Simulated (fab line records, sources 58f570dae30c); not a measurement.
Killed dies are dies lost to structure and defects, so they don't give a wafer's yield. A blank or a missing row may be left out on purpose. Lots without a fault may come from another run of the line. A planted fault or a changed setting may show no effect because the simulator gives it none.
A struck lot beside a sound one | flow berkeley_cmos170 | 14 steps out of a route of 331
Sound: wafers L481.2, L481.4, L481.6. Struck: wafers L494.2, L494.5, L494.6. The cause comes at the end.
At each step with rows: each side's tool, then ch and its chambers, then its first start. Under that, the readings that differ: sound wafers | struck wafers | difference of the means | sigmas: that difference in standard deviations of wafers without a fault.
alike: readings whose means differ by less than 2 such deviations, and words and numbers that are the same on both sides. not compared: withheld readings, readings that some wafer has no value for, bounds like >300 that may hide the same value, and numbers for which the record gives no deviation and whose values overlap.
The two part at a step that has a row with sigmas, a row that says differs or no value, or rows on one side only. Numbers that don't overlap but have no deviation are shown without sigmas and don't part them. A reading that every wafer of one side lacks parts them only if that side has two wafers or more.

UCB170_PVT_TW_MEAS_09:
  sound on film_metro-02, day 6 01:28; struck on film_metro-02, day 8 15:43
  alike: PVT_TW
then, 1 step without rows for these wafers: UCB170_GATE_WET_ETCH_00 (etches SiO2 in dHF, time 200 s).
UCB170_FIELD_THK_MEAS_91:
  sound on film_metro-03, day 6 01:36; struck on film_metro-02, day 8 15:53
  alike: FIELD_OXIDE_LEFT_2_THK
then, 1 step without rows for these wafers: UCB170_GATE_OXIDATION_01 (target thk 6.6 nm, ox time 1800 s).
UCB170_GATE_THK_MEAS_02:
  sound on film_metro-01, day 6 06:23; struck on film_metro-01, day 8 18:20
  alike: GATE_OXIDE_THK
then, 2 steps without rows for these wafers: UCB170_GATE_ANNEAL_03 (time 1800 s); UCB170_GATE_CVD_04 (deposits poly-Si from SiH4, time 1440 s, target thk 214 nm).
UCB170_GATE_THK_MEAS_05:
  sound on film_metro-02, day 6 11:52; struck on film_metro-01, day 8 23:55
  alike: GATE_POLY_THK
then, 4 steps without rows for these wafers: UCB170_GATE_COAT_06; UCB170_GATE_COAT_07 (resist thk 900 nm); UCB170_GATE_SOFTBAKE_08 (time 60 s); UCB170_GATE_EXPOSE_09 (exposes mask POLY, target cd 350 nm).
UCB170_GATE_PEB_10:
  sound on litho_track-03 ch 0, day 6 12:47; struck on litho_track-02, day 9 01:53
  no value came back on the struck wafers for chill_plate_temp_C (C), exhaust_pa (Pa); on the sound wafers chill_plate_temp_C (C) reads 23.06 22.95 22.89
then, 1 step without rows for these wafers: UCB170_GATE_DEVELOP_11 (develop time 45 s).

WHERE THEY PART
Only at UCB170_GATE_PEB_10, within this record.

WHY: what the simulator had put in
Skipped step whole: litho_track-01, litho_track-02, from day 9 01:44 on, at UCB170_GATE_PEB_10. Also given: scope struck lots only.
